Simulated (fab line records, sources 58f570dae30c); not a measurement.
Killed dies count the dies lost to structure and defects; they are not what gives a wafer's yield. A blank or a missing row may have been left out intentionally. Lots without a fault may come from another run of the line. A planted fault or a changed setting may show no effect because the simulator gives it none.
fab line records / flow berkeley_cmos170
record lots=14 wafers=42 last_day=11
route steps=331 shown CONTACT@234
lots untouched by any fault: they come from a run of this same line in which no faults occurred
start_h: hours from the record's first day to the start of the lot's first wafer shown / wait_h: hours since the lot's step before / " repeats the value in the row above / L1.1+2: a single row standing in for several wafers / - no value present, or no start provided / * or withheld: withheld / < > ~ a bound
route shown NAME@n: names a module that has steps shown in the file, with the first one's number in the route / usual: mean/standard deviation of fault-free wafers / same: alike in all rows / chamber/n: place in a boat / sites: readings site by site / _std_site: how widely they spread, as a standard deviation / _edge_site: outer sites' mean less inner sites' / radius_mm: for every site, how far away it sits from the centre of the wafer / mask NAME#n: copy n / behind: the most recent tool/chamber to have shaped the wafer / hold: why the lot was held/for how many hours/how that ended / device: which transistor (n, p or np) failed to switch / end of line: tests of these same wafers at the route's end / step lacking rows: just its recipe / killed: dies that structure and defects cost at the first sort, which is not the same as the wafer's yield / map: a wafer's dies, x killed, . not, _ none there
set.NAME: the run value of the setting; set.NAME@STEP: its run value at that earlier step / model.NAME: the simulator's own value behind a step, which no gauge read
one table for each step of the route and one row for each wafer, over a sample of lots
services: when a tool's chamber went out of use (start_h, in hours from the record's first day, below 0 if earlier), for how many hours, and the reason
## steps
# step UCB170_CONTACT_ETCH_18
# recipe chemistry=CHF3/CF4/Ar target=PSG stop_on=TiSi2 CHF3_flow_sccm=45 cf4_flow_sccm=15 Ar_flow_sccm=150 pressure_mtorr=200 rf_w=700 target_depth_a=8400 over_etch_frac=0.2 time_s=195
# usual cf4_flow_sccm=15.00/0.047 drypump_motor_current_A=5.8/0.45 oes_product_au=0.892/0.015 rf_fwd_power_W=697.5/2.1 throttle_valve_pct=6.87/0.13
lot.wafer=L441.1 tool=rie_diel-02 chamber=0 start_h=161 wait_h=- cf4_flow_sccm=15.02 drypump_motor_current_A=6.3 oes_product_au=0.867 rf_fwd_power_W=698.4 rf_hours_counter_h=3 throttle_valve_pct=6.86
lot.wafer=L441.3 tool=rie_diel-02 chamber=3 start_h=161 wait_h=- cf4_flow_sccm=15.11 drypump_motor_current_A=5.8 oes_product_au=0.890 rf_fwd_power_W=698.3 rf_hours_counter_h=75 throttle_valve_pct=6.99
lot.wafer=L441.6 tool=rie_diel-02 chamber=0 start_h=161 wait_h=- cf4_flow_sccm=14.97 drypump_motor_current_A=6.3 oes_product_au=0.875 rf_fwd_power_W=699.6 rf_hours_counter_h=- throttle_valve_pct=6.86
lot.wafer=L440.2 tool=rie_diel-03 chamber=0 start_h=161 wait_h=- cf4_flow_sccm=15.01 drypump_motor_current_A=6.6 oes_product_au=0.886 rf_fwd_power_W=697.6 rf_hours_counter_h=124 throttle_valve_pct=6.70
lot.wafer=L440.3 tool=rie_diel-03 chamber=3 start_h=161 wait_h=- cf4_flow_sccm=14.98 drypump_motor_current_A=5.8 oes_product_au=0.907 rf_fwd_power_W=693.6 rf_hours_counter_h=41 throttle_valve_pct=6.76
lot.wafer=L440.4 tool=rie_diel-03 chamber=2 start_h=161 wait_h=- cf4_flow_sccm=15.00 drypump_motor_current_A=6.4 oes_product_au=0.879 rf_fwd_power_W=699.8 rf_hours_counter_h=110 throttle_valve_pct=6.84
lot.wafer=L444.2 tool=rie_diel-03 chamber=1 start_h=170 wait_h=- cf4_flow_sccm=14.97 drypump_motor_current_A=5.0 oes_product_au=0.903 rf_fwd_power_W=694.8 rf_hours_counter_h=14 throttle_valve_pct=7.06
lot.wafer=L444.3 tool=rie_diel-03 chamber=0 start_h=170 wait_h=- cf4_flow_sccm=15.13 drypump_motor_current_A=6.6 oes_product_au=0.891 rf_fwd_power_W=699.7 rf_hours_counter_h=124 throttle_valve_pct=6.70
lot.wafer=L444.6 tool=rie_diel-03 chamber=1 start_h=170 wait_h=- cf4_flow_sccm=15.02 drypump_motor_current_A=5.0 oes_product_au=0.905 rf_fwd_power_W=696.2 rf_hours_counter_h=- throttle_valve_pct=7.05
lot.wafer=L446.2 tool=rie_diel-02 chamber=3 start_h=172 wait_h=- cf4_flow_sccm=14.91 drypump_motor_current_A=5.8 oes_product_au=0.889 rf_fwd_power_W=697.5 rf_hours_counter_h=76 throttle_valve_pct=7.01
lot.wafer=L446.3 tool=rie_diel-02 chamber=1 start_h=172 wait_h=- cf4_flow_sccm=14.97 drypump_motor_current_A=5.8 oes_product_au=0.881 rf_fwd_power_W=698.7 rf_hours_counter_h=99 throttle_valve_pct=6.71
lot.wafer=L446.4 tool=rie_diel-02 chamber=0 start_h=172 wait_h=- cf4_flow_sccm=15.03 drypump_motor_current_A=6.2 oes_product_au=0.874 rf_fwd_power_W=697.7 rf_hours_counter_h=3 throttle_valve_pct=6.85
lot.wafer=L443.2 tool=rie_diel-03 chamber=0 start_h=172 wait_h=- cf4_flow_sccm=14.91 drypump_motor_current_A=6.6 oes_product_au=0.878 rf_fwd_power_W=696.4 rf_hours_counter_h=125 throttle_valve_pct=6.71
lot.wafer=L443.4 tool=rie_diel-03 chamber=1 start_h=172 wait_h=- cf4_flow_sccm=14.98 drypump_motor_current_A=5.0 oes_product_au=0.891 rf_fwd_power_W=700.4 rf_hours_counter_h=14 throttle_valve_pct=7.06
lot.wafer=L443.6 tool=rie_diel-03 chamber=0 start_h=172 wait_h=- cf4_flow_sccm=14.97 drypump_motor_current_A=6.6 oes_product_au=0.888 rf_fwd_power_W=697.1 rf_hours_counter_h=- throttle_valve_pct=6.70
lot.wafer=L445.1 tool=rie_diel-01 chamber=2 start_h=175 wait_h=- cf4_flow_sccm=14.96 drypump_motor_current_A=6.0 oes_product_au=0.890 rf_fwd_power_W=695.7 rf_hours_counter_h=111 throttle_valve_pct=7.12
lot.wafer=L445.5 tool=rie_diel-01 chamber=2 start_h=175 wait_h=- cf4_flow_sccm=14.95 drypump_motor_current_A=6.0 oes_product_au=0.895 rf_fwd_power_W=702.9 rf_hours_counter_h=- throttle_valve_pct=7.13
lot.wafer=L445.6 tool=rie_diel-01 chamber=1 start_h=175 wait_h=- cf4_flow_sccm=15.02 drypump_motor_current_A=5.6 oes_product_au=0.900 rf_fwd_power_W=701.5 rf_hours_counter_h=- throttle_valve_pct=7.01
lot.wafer=L449.1 tool=rie_diel-01 chamber=3 start_h=181 wait_h=- cf4_flow_sccm=15.00 drypump_motor_current_A=5.4 oes_product_au=0.921 rf_fwd_power_W=697.7 rf_hours_counter_h=54 throttle_valve_pct=6.86
lot.wafer=L449.5 tool=rie_diel-01 chamber=3 start_h=181 wait_h=- cf4_flow_sccm=15.04 drypump_motor_current_A=5.4 oes_product_au=0.918 rf_fwd_power_W=700.9 rf_hours_counter_h=- throttle_valve_pct=6.86
lot.wafer=L449.6 tool=rie_diel-01 chamber=2 start_h=181 wait_h=- cf4_flow_sccm=14.97 drypump_motor_current_A=6.0 oes_product_au=0.878 rf_fwd_power_W=695.7 rf_hours_counter_h=- throttle_valve_pct=7.12
lot.wafer=L448.2 tool=rie_diel-03 chamber=0 start_h=183 wait_h=- cf4_flow_sccm=15.07 drypump_motor_current_A=6.6 oes_product_au=0.889 rf_fwd_power_W=699.4 rf_hours_counter_h=125 throttle_valve_pct=6.69
lot.wafer=L448.3 tool=rie_diel-03 chamber=1 start_h=183 wait_h=- cf4_flow_sccm=15.00 drypump_motor_current_A=5.0 oes_product_au=0.899 rf_fwd_power_W=699.4 rf_hours_counter_h=15 throttle_valve_pct=7.06
lot.wafer=L448.4 tool=rie_diel-03 chamber=2 start_h=183 wait_h=- cf4_flow_sccm=14.94 drypump_motor_current_A=6.4 oes_product_au=0.875 rf_fwd_power_W=696.4 rf_hours_counter_h=112 throttle_valve_pct=6.84
lot.wafer=L451.1 tool=rie_diel-01 chamber=3 start_h=196 wait_h=- cf4_flow_sccm=15.00 drypump_motor_current_A=5.4 oes_product_au=0.927 rf_fwd_power_W=695.5 rf_hours_counter_h=55 throttle_valve_pct=6.86
lot.wafer=L451.4 tool=rie_diel-01 chamber=1 start_h=196 wait_h=- cf4_flow_sccm=14.96 drypump_motor_current_A=5.6 oes_product_au=0.897 rf_fwd_power_W=698.5 rf_hours_counter_h=54 throttle_valve_pct=6.99
lot.wafer=L451.5 tool=rie_diel-01 chamber=1 start_h=196 wait_h=- cf4_flow_sccm=15.01 drypump_motor_current_A=5.6 oes_product_au=0.897 rf_fwd_power_W=700.0 rf_hours_counter_h=- throttle_valve_pct=6.99
lot.wafer=L452.1 tool=rie_diel-03 chamber=3 start_h=213 wait_h=- cf4_flow_sccm=15.03 drypump_motor_current_A=5.8 oes_product_au=0.917 rf_fwd_power_W=697.3 rf_hours_counter_h=44 throttle_valve_pct=6.76
lot.wafer=L452.5 tool=rie_diel-03 chamber=1 start_h=213 wait_h=- cf4_flow_sccm=15.01 drypump_motor_current_A=5.0 oes_product_au=0.923 rf_fwd_power_W=698.9 rf_hours_counter_h=- throttle_valve_pct=7.04
lot.wafer=L452.6 tool=rie_diel-03 chamber=0 start_h=213 wait_h=- cf4_flow_sccm=14.98 drypump_motor_current_A=6.6 oes_product_au=0.897 rf_fwd_power_W=699.3 rf_hours_counter_h=- throttle_valve_pct=6.69
lot.wafer=L453.1 tool=rie_diel-01 chamber=1 start_h=213 wait_h=- cf4_flow_sccm=15.01 drypump_motor_current_A=5.6 oes_product_au=0.880 rf_fwd_power_W=693.8 rf_hours_counter_h=54 throttle_valve_pct=6.99
lot.wafer=L453.2 tool=rie_diel-01 chamber=3 start_h=213 wait_h=- cf4_flow_sccm=15.03 drypump_motor_current_A=5.4 oes_product_au=0.924 rf_fwd_power_W=697.8 rf_hours_counter_h=56 throttle_valve_pct=6.83
lot.wafer=L453.5 tool=rie_diel-01 chamber=3 start_h=213 wait_h=- cf4_flow_sccm=15.10 drypump_motor_current_A=5.4 oes_product_au=0.916 rf_fwd_power_W=697.5 rf_hours_counter_h=- throttle_valve_pct=6.86
lot.wafer=L455.1 tool=rie_diel-02 chamber=1 start_h=221 wait_h=- cf4_flow_sccm=15.06 drypump_motor_current_A=5.7 oes_product_au=0.697 rf_fwd_power_W=700.1 rf_hours_counter_h=102 throttle_valve_pct=6.71
lot.wafer=L455.3 tool=rie_diel-02 chamber=2 start_h=221 wait_h=- cf4_flow_sccm=15.04 drypump_motor_current_A=5.7 oes_product_au=0.690 rf_fwd_power_W=695.6 rf_hours_counter_h=21 throttle_valve_pct=6.85
lot.wafer=L455.4 tool=rie_diel-02 chamber=3 start_h=221 wait_h=- cf4_flow_sccm=15.00 drypump_motor_current_A=5.8 oes_product_au=0.692 rf_fwd_power_W=699.7 rf_hours_counter_h=78 throttle_valve_pct=6.98
lot.wafer=L459.1 tool=rie_diel-01 chamber=1 start_h=246 wait_h=- cf4_flow_sccm=15.00 drypump_motor_current_A=5.6 oes_product_au=0.895 rf_fwd_power_W=698.9 rf_hours_counter_h=56 throttle_valve_pct=7.01
lot.wafer=L459.2 tool=rie_diel-01 chamber=2 start_h=246 wait_h=- cf4_flow_sccm=15.08 drypump_motor_current_A=6.0 oes_product_au=0.895 rf_fwd_power_W=694.5 rf_hours_counter_h=114 throttle_valve_pct=7.13
lot.wafer=L459.4 tool=rie_diel-01 chamber=0 start_h=246 wait_h=- cf4_flow_sccm=14.91 drypump_motor_current_A=6.1 oes_product_au=0.893 rf_fwd_power_W=695.8 rf_hours_counter_h=53 throttle_valve_pct=6.80
lot.wafer=L460.3 tool=rie_diel-02 chamber=1 start_h=246 wait_h=- cf4_flow_sccm=15.03 drypump_motor_current_A=5.8 oes_product_au=0.698 rf_fwd_power_W=701.1 rf_hours_counter_h=104 throttle_valve_pct=6.71
lot.wafer=L460.4 tool=rie_diel-02 chamber=2 start_h=246 wait_h=- cf4_flow_sccm=14.99 drypump_motor_current_A=5.7 oes_product_au=0.698 rf_fwd_power_W=700.3 rf_hours_counter_h=22 throttle_valve_pct=6.85
lot.wafer=L460.6 tool=rie_diel-02 chamber=0 start_h=246 wait_h=- cf4_flow_sccm=14.98 drypump_motor_current_A=6.3 oes_product_au=0.692 rf_fwd_power_W=695.4 rf_hours_counter_h=- throttle_valve_pct=6.86
## services
tool=rie_diel-01 chamber=- start_h=147.94 hours=4.0 kind=pm
tool=rie_diel-01 chamber=2 start_h=160.63 hours=11.7 kind=repair
tool=rie_diel-02 chamber=3 start_h=209.80 hours=4.0 kind=repair
tool=rie_diel-02 chamber=- start_h=209.83 hours=1.9 kind=repair
tool=rie_diel-01 chamber=3 start_h=226.36 hours=2.0 kind=repair
## key
first_sign step=UCB170_CONTACT_ETCH_18 reading=oes_product_au direction=down sigmas=13 usual=0.892 struck=0.695
effect none on later readings
met_at UCB170_CONTACT_ETCH_18
struck_lots L455,L460
later_rows_left_out L455.1,L455.3,L455.4,L460.3,L460.4,L460.6
sort_left_out L455.1,L455.3,L455.4,L460.3,L460.4,L460.6
tester_left_out L455,L460
onset_between 172 221
fault kind=process_parameter_drift tool=rie_diel-02 chamber=- onset_h=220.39 steps=UCB170_CONTACT_ETCH_18 channel=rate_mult offset=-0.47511 shape=step end_h=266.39
# tester_left_out: of these lots the tester's yield and bins aren't shown, on N5 and GAA mostly nor the transistor test; their killed dies are dies lost to structure and defects alone, not to doping, threshold or leakage, so they don't give the yield
# sort_left_out: the simulated sort isn't trusted on such a fault, so these wafers' sort isn't shown, and their yield isn't known
# later_rows_left_out: the simulator's readings of these wafers behind a module that went badly wrong aren't trusted and aren't shown, but for the sort
